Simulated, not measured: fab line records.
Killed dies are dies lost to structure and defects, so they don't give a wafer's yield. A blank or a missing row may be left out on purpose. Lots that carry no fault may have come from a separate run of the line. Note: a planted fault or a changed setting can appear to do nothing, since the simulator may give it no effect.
Chamber matching | flow berkeleyCmos170 | UCB170_GATE_ETCH_15 on rieSi-02 has 4 sister chambers
The step etches poly-Si in HBr/Cl2, stops on SiO2, time 56.3 s, target depth 278.2 nm. 4 wafers are shown with their chamber, then 7 later ones without.

## WAFERS WITH THEIR CHAMBER
wafer  | chamber | throttleValvePct (%)
L587.2 | 0       | 26.24
L593.4 | 3       | 26.71
L599.2 | 1       | 26.54
L599.4 | 2       | 26.66

## WAFERS WITH NO CHAMBER GIVEN
wafer  | throttleValvePct (%)
L599.6 | 26.30
L606.3 | 26.32
L606.4 | 26.65
L606.5 | 26.32
L609.1 | 26.66
L609.2 | 26.53
L609.6 | 26.52

## THE CHAMBER EACH PASSED THROUGH
wafer  | from the rows above     | in truth
L599.6 | 0                       | 0
L606.3 | 0                       | 0
L606.4 | can't be placed: 2 or 3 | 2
L606.5 | 0                       | 0
L609.1 | can't be placed: 2 or 3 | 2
L609.2 | 1                       | 1
L609.6 | 1                       | 1
Correctly placed: 5 of 7. From these rows, 2 cannot be placed; in 2 the true chamber is one of the candidates. Number placed wrongly: 0.
How it was worked out, from the rows above alone: a wafer's distance from a chamber is the root of the sum, over the readings, of the square of ((its reading less the chamber's mean) divided by the reading's scatter). If the next closest chamber is less than 2 further off than the closest, the wafer can't be placed; otherwise it belongs to the closest. The mean given for a chamber averages the wafers shown for that chamber. The scatter: with one shown wafer a chamber, the root of the mean of the squares of how far each hidden wafer lies from its nearest shown one.
